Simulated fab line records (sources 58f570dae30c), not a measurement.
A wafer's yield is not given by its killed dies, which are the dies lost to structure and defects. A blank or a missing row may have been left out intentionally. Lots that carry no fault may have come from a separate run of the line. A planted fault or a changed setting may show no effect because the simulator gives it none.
Check of tool commonality ; flow berkeley cmos170 ; 15 lots, 57 wafers sampled

== THE REASON FOR OPENING IT ==
Of 15 lots, 4 have the reading ACTIVE_OVL flagged at UCB170_ACTIVE_OVL_MEAS_14. Fault-free wafers read 3 nm, with a standard deviation of 5.4.
Rule: a lot gets a flag if all its wafers with a number sit over 4 standard deviations from that mean, or if no wafer of it has a number. As for the other lots, they are considered sound.

lot;measured;on;ACTIVE_OVL (nm), wafer by wafer;flag
L995;day 4 12:36;overlay-01;1 4 1;
L996;day 4 12:48;overlay-02;3 6 5;
L102;day 5 16:45;overlay-01;-166 -156 -167 -163 -156 -164;FLAGGED
L103;day 5 22:04;overlay-02;-160 -161 -162 -161 -158 -162;FLAGGED
L104;day 5 22:16;overlay-01;-158 -153 -147 -155 -153 -148;FLAGGED
L105;day 6 08:16;overlay-01;-155 -155 -150 -157 -153 -150;FLAGGED
L107;day 7 08:13;overlay-02;7 1 -8;
L110;day 7 12:31;overlay-01;2 -1 6;
L108;day 7 12:46;overlay-01;7 6 5;
L109;day 7 13:22;overlay-02;8 0 1;
L111;day 7 15:21;overlay-02;-5 6 1;
L112;day 7 15:31;overlay-01;0 0 -3;
L114;day 8 09:06;overlay-01;10 11 7;
L115;day 8 09:23;overlay-01;8 10 9;
L118;day 9 11:22;overlay-02;8 4 6;
The mean of the flagged lots' numbers is -157 nm, -160 nm from the usual (-30 standard deviations).

== TOOL THAT RAN EACH LOT ==
2 process steps preceding the reading are held in the record, out of 331 steps in the route. Read each cell as the tool, then ch plus the chambers that the sampled wafers visited, then the start.
lot;flag;UCB170_NWELL_STRIP_15;UCB170_ACTIVE_EXPOSE_10
L995;;plasma asher-02 ch 0,1, day 2 09:56;krf scanner-01 ch 0, day 4 12:04
L996;;plasma asher-03 ch 0,1, day 2 15:03;krf scanner-01 ch 0, day 4 12:12
L102;FLAGGED;plasma asher-02 ch 0,1, day 3 18:45;krf scanner-01 ch 0, day 5 16:15
L103;FLAGGED;plasma asher-01 ch 0,1, day 4 00:52;krf scanner-01 ch 0, day 5 21:34
L104;FLAGGED;plasma asher-01 ch 0,1, day 4 00:35;krf scanner-01 ch 0, day 5 21:40
L105;FLAGGED;plasma asher-02 ch 1, day 4 08:05;krf scanner-01 ch 0, day 6 07:25
L107;;plasma asher-02 ch 0,1, day 4 20:38;krf scanner-02 ch 0, day 7 07:06
L110;;plasma asher-01 ch 0,1, day 5 12:58;krf scanner-02 ch 0, day 7 10:49
L108;;plasma asher-02 ch 0,1, day 5 04:11;krf scanner-02 ch 0, day 7 11:08
L109;;plasma asher-02 ch 0,1, day 5 12:46;krf scanner-02 ch 0, day 7 11:20
L111;;plasma asher-02 ch 1, day 5 20:04;krf scanner-02 ch 0, day 7 14:50
L112;;plasma asher-02 ch 1, day 5 20:10;krf scanner-02 ch 0, day 7 15:00
L114;;plasma asher-02 ch 0,1, day 6 14:24;krf scanner-02 ch 0, day 8 08:34
L115;;plasma asher-03 ch 0,1, day 6 14:38;krf scanner-02 ch 0, day 8 08:41
L118;;plasma asher-02 ch 0,1, day 7 11:50;krf scanner-02 ch 0, day 9 10:52
What these steps do:
- UCB170_NWELL_STRIP_15: strips in O2.
- UCB170_ACTIVE_EXPOSE_10: exposes mask ACTIVE, target cd 1200 nm.
- UCB170_ACTIVE_OVL_MEAS_14

== FLAGGED AGAINST TOTAL, ONE TOOL AT A TIME (gauges that did the reading follow at the end) ==
step;tool;lots run;flagged;share of the flagged lots;sound lots run after its first flagged lot
UCB170_NWELL_STRIP_15;plasma asher-01;3;2;some;1 (L110)
UCB170_NWELL_STRIP_15;plasma asher-02;10;2;some;7 (L107,L108,L109,L111,L112,L114,L118)
UCB170_NWELL_STRIP_15;plasma asher-03;2;0;none;-
UCB170_ACTIVE_EXPOSE_10;krf scanner-01;6;4;all;0
UCB170_ACTIVE_EXPOSE_10;krf scanner-02;9;0;none;-
UCB170_ACTIVE_OVL_MEAS_14;overlay-01;9;3;some;5 (L110,L108,L112,L114,L115)
UCB170_ACTIVE_OVL_MEAS_14;overlay-02;6;1;some;4 (L107,L109,L111,L118)

== WHAT THE TABLE ALLOWS ==
All flagged lots share 1 row of the table, namely krf scanner-01 at UCB170_ACTIVE_EXPOSE_10.
- krf scanner-01 at UCB170_ACTIVE_EXPOSE_10: 4 of its 6 lots flagged. Its last sound lot is L996 (day 4 12:12), its first flagged lot L102 (day 5 16:15): a fault that began between those two fits.
What remains is a single tool, krf scanner-01 at UCB170_ACTIVE_EXPOSE_10.

== WHAT THE SIMULATOR HAD PUT IN ==
Scanner matching overlay: krf scanner-01, from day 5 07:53 on, at UCB170_ACTIVE_EXPOSE_10. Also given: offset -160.
Struck lots among those shown: L102, L103, L104, L105. Same finding as the rule above.
